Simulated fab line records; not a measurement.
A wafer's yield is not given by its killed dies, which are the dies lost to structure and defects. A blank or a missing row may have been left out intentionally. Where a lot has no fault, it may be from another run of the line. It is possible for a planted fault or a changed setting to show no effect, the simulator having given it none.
Struck lot and sound lot, side by side    flow rit-cmos    14 steps out of a route of 202
Sound: the wafers L495.1, L495.3, L495.4. Wafers L506.2, L506.3, L506.5 were the ones struck. The cause comes at the end.
Each step with rows lists, per side, the tool, then ch with its chambers, then its first start. Under that, the readings that differ: sound wafers    struck wafers    difference of the means    sigmas: that difference in standard deviations of wafers without a fault.
alike: readings whose means differ by less than 2 such deviations, and words and numbers that are the same on both sides. not compared: withheld readings, readings that some wafer has no value for, bounds like >300 that may hide the same value, and numbers for which the record gives no deviation and whose values overlap.
A row with sigmas, a row that says differs or no value, or rows on one side alone: a step with any of these is where the two part. When numbers do not overlap yet have no deviation, they are printed without sigmas and do not part them. A reading that every wafer of one side lacks parts them only if that side has two wafers or more.

first, 2 steps without rows for these wafers: RIT_PWELL_HARDBAKE_07 (time 120 s); RIT_PWELL_IMPLANT_08.
RIT_PWELL_STRIP_09: strips in O2, time 180 s.
  sound on plasma-asher-02 ch 0,1, day 4 10:40; struck on plasma-asher-02 ch 0,1, day 6 18:19
  alike: drypump-motor-current-A
  not compared: rf-hours-counter-h
RIT_PWELL_TW_MEAS_10:
  sound: film-metro-04 at day 4 10:50; struck: film-metro-01 at day 6 18:31
  alike: PWELL_TW
then, 1 step without rows for these wafers: RIT_WELLDRIVE_ANNEAL_00 (time 14700 s).
RIT_WELLDRIVE_RS_MEAS_01: a four-point-probe measurement.
  sound: film-metro-03 at day 4 15:59; struck: film-metro-03 at day 7 00:53
  alike: NWELL_RS
RIT_WELLDRIVE_RS_MEAS_02: a four-point-probe measurement.
  sound: film-metro-03 at day 4 16:06; struck: film-metro-03 at day 7 01:01
  alike: PWELL_RS
then, 5 steps without rows for these wafers: RIT_NRETRO_HMDS_00 (prime time 60 s); RIT_NRETRO_COAT_01 (resist thk 1300 nm); RIT_NRETRO_SOFTBAKE_02 (time 60 s); RIT_NRETRO_EXPOSE_03 (exposes mask M4, target cd 43900 nm); RIT_NRETRO_PEB_04.
RIT_NRETRO_DEVELOP_05: develop time 68 s.
  sound on litho-track-04 ch 0, day 4 17:00; struck on litho-track-04, day 7 01:00
  no value came back on the struck wafers for chill-plate-temp-C (C), develop-time-s (s); on the sound wafers chill-plate-temp-C (C) reads 23.12 23.05 23.09
RIT_NRETRO_OVL_MEAS_06:
  sound: overlay-02 at day 4 17:13; struck: overlay-01 at day 7 01:59
reading          sound        struck  difference                     sigmas
NRETRO_OVL (nm)  3.5 0.9 0.0  - - -   no value on the struck wafers  

== WHERE THEY PART ==
At RIT_NRETRO_DEVELOP_05 first; at RIT_NRETRO_OVL_MEAS_06 last (within this record only).

WHY: what had been put in by the simulator
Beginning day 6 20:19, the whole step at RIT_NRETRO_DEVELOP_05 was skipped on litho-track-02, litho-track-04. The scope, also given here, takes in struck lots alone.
